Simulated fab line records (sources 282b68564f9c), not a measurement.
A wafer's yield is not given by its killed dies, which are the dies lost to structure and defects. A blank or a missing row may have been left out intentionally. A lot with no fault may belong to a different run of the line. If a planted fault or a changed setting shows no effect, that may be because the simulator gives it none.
Problem report, 8D (eight disciplines) form, completed by code + flow rit_cmos + the parts of the form that need people (team, actions taken, sign-off) are left out

== 1. THE PROBLEM ==
Wafers free of any fault read 25.3 nm (standard deviation 0.42) for REOX_OXIDE_THK at RIT_REOX_THK_MEAS_04, against a mean of 29.9 nm on 6 wafers of 2 lots. Measured from the usual mean, that is +11 standard deviations.
Earliest sighting: wafer L330.1 on film_metro-04 at day 6 23:26. The record has a number at this step for 39 wafers belonging to 13 lots. The rule behind "out" and "out of limits": a value lying over 4 standard deviations away from the usual mean. Any other wafer with a number is counted as sound.

== 2. WHAT IT IS, WHAT IT ISN'T ==
| question                    | is                     | is not                                                                    |
|-----------------------------|------------------------|---------------------------------------------------------------------------|
| which readings at this step | REOX_OXIDE_THK         | -                                                                         |
| which lots                  | L330, L331             | L311, L312, L313, L314, L315, L316, L317, L318, L319, L332, L333          |
| which wafers of those lots  | all that have a number | -                                                                         |
| read on which gauges        | film_metro-04          | film_metro-02, film_metro-03                                              |
| when                        | from day 6 23:26       | up to then (27 sound wafers); but 6 sound wafers of L332, L333 came after |

== 3. WHAT RULES OUT EACH SUSPECT ==
Counting: any tool at a process step up to the reading is kept as a suspect provided that every lot that is out went through it and no sound lot did after the first of them.
- ruled out: the gauge at RIT_REOX_THK_MEAS_04. All the wafers that are out were read on film_metro-04, but those of them that RIT_REOX_OXIDATION_03 has rows for are out there too, on other tools.
- furnace-04 at RIT_REOX_OXIDATION_03 (target thk 25.2 nm, ox time 5580 s): kept. All lots that are out passed through it, beginning with L330 at day 6 20:53, and no sound lot followed; its final sound lot before that point was L316 at day 3 17:31. Its own spike_tc_centre_C, spike_tc_load_C, spike_tc_source_C, tube_center_temp_C, tube_center_temp_C_max readings are out on those wafers.
Remaining after the count: furnace-04 at RIT_REOX_OXIDATION_03.

== 4. THE CAUSE (what the simulator had put in) ==
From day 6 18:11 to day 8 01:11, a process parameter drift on furnace-04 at RIT_REOX_OXIDATION_03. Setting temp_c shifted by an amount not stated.
After counting, this tool was the only one left.

== 5. THE EFFECT CHAIN, in route order ==
Rows list readings where the struck wafers' mean (over those with a number) sits beyond 3 standard deviations from the usual. Readings are gone through only where the record gives a usual standard deviation; hours: the median, over the lots, of the time from a lot's start at the first step in this table giving one to that lot's start at this step; sigmas: the change measured in usual standard deviations.
| hours | step                  | reading                | usual   | on struck wafers | change | sigmas      |
|-------|-----------------------|------------------------|---------|------------------|--------|-------------|
| 0     | RIT_REOX_OXIDATION_03 | spike_tc_centre_C      | 903.3 C | 919.3            | +16.0  | +11         |
| 0     | RIT_REOX_OXIDATION_03 | spike_tc_load_C        | 926.1 C | 941.5            | +15.4  | +11         |
| 0     | RIT_REOX_OXIDATION_03 | spike_tc_source_C      | 922.6 C | 937.1            | +14.5  | +9.7        |
| 0     | RIT_REOX_OXIDATION_03 | tube_center_temp_C     | 900 C   | 915              | +15    | +99 or more |
| 0     | RIT_REOX_OXIDATION_03 | tube_center_temp_C_max | 902.3   | 917.2            | +15.0  | +37         |
| 3     | RIT_REOX_THK_MEAS_04  | REOX_OXIDE_THK         | 25.3 nm | 29.9             | +4.6   | +11         |
The process steps in it:
- RIT_REOX_OXIDATION_03: target thk 25.2 nm, ox time 5580 s.

== 6. WHAT WOULD HAVE CAUGHT IT SOONER ==
5 hours passed between the start of the fault at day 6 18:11 and the first reading out of limits at a measuring or inspecting step in this record, taken at day 6 23:26.
Tool's own readings at RIT_REOX_OXIDATION_03, spike_tc_centre_C, spike_tc_load_C, spike_tc_source_C, tube_center_temp_C, tube_center_temp_C_max: out on all struck wafers the step has rows for; an alarm limit on them would have tripped on the first.
Lots out: 2; of these, L331 started RIT_REOX_OXIDATION_03 on furnace-04 after day 6 23:26. A tool hold placed at that time would have kept it from harm.
